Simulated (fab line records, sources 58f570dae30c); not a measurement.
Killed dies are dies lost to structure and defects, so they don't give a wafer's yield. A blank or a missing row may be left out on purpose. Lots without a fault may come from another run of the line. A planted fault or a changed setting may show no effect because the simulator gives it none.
A struck lot beside a sound one | flow berkeley_cmos170 | 15 steps out of a route of 331
Sound: wafers L899.1, L899.2, L899.4. Struck: wafers L906.1, L906.3, L906.6. The cause comes at the end.
At each step with rows: each side's tool, then ch and its chambers, then its first start. Under that, the readings that differ: sound wafers | struck wafers | difference of the means | sigmas: that difference in standard deviations of wafers without a fault.
alike: readings whose means differ by less than 2 such deviations, and words and numbers that are the same on both sides. not compared: withheld readings, readings that some wafer has no value for, bounds like >300 that may hide the same value, and numbers for which the record gives no deviation and whose values overlap.
The two part at a step that has a row with sigmas, a row that says differs or no value, or rows on one side only. Numbers that don't overlap but have no deviation are shown without sigmas and don't part them. A reading that every wafer of one side lacks parts them only if that side has two wafers or more.

first, 3 steps without rows for these wafers: UCB170_NLDD_EXPOSE_03 (exposes mask NSELECT, target cd 1200 nm); UCB170_NLDD_PEB_04; UCB170_NLDD_DEVELOP_05 (develop time 45 s).
UCB170_NLDD_CD_MEAS_06: target cd 1200 nm.
  sound on cd_sem-02, day 6 10:12; struck on cd_sem-02, day 8 02:13
  alike: cd_nm
UCB170_NLDD_OVL_MEAS_07:
  sound on overlay-01, day 6 10:19; struck on overlay-02, day 8 02:20
  reading       | sound    | struck | difference | sigmas
  NLDD_OVL (nm) | -9 -8 -3 | 6 6 5  | +12        | +3
then, 2 steps without rows for these wafers: UCB170_NLDD_IMPLANT_08; UCB170_NLDD_IMPLANT_09.
UCB170_NLDD_STRIP_10: strips in O2.
  sound on plasma_asher-01 ch 0,1, day 6 10:39; struck on plasma_asher-04 ch 1, day 8 02:53
  alike: drypump_motor_current_A, oes_product_au, strip_time_to_endpoint_s
  not compared: rf_hours_counter_h
UCB170_NLDD_TW_MEAS_11:
  sound on film_metro-03, day 6 10:45; struck on film_metro-04, day 8 02:59
  alike: NLDD_TW
then, 1 step without rows for these wafers: UCB170_NLDD_CLEAN_12 (cleans in SPM, time 600 s).
UCB170_SPACER_CVD_00: deposits SiO2 from TEOS/O2, target thk 376 nm, time 47 s.
  sound on pecvd-01 ch 0,1,2, day 6 10:59; struck on pecvd-04 ch 0,1,2, day 8 03:20
  alike: heater_power_w, pressure_mtorr
UCB170_SPACER_THK_MEAS_01:
  sound on film_metro-02, day 6 11:02; struck on film_metro-04, day 8 03:23
  alike: SPACER_TEOS_THK
UCB170_SPACER_ANNEAL_02: time 1800 s.
  sound on furnace-03 ch 0, day 6 12:39; struck on furnace-04 ch 0, day 8 08:50
UCB170_SPACER_ETCHBACK_03: etches SiO2 in CHF3/CF4/Ar, stops on Si, target depth 376 nm, time 100 s.
  sound on rie_diel-02 ch 1,2,3, day 6 14:09; struck on rie_diel-01 ch 2,3, day 8 10:20
  alike: drypump_motor_current_A, mfc_ar_sccm, oes_product_au, throttle_valve_pct
  not compared: rf_hours_counter_h
UCB170_M3_PROBE_99:
  the record has rows for the struck wafers here (prober-01, day 9 18:16) and none for the sound ones

WHERE THEY PART
First at UCB170_NLDD_OVL_MEAS_07; last, within this record, at UCB170_M3_PROBE_99.

WHY: what the simulator had put in
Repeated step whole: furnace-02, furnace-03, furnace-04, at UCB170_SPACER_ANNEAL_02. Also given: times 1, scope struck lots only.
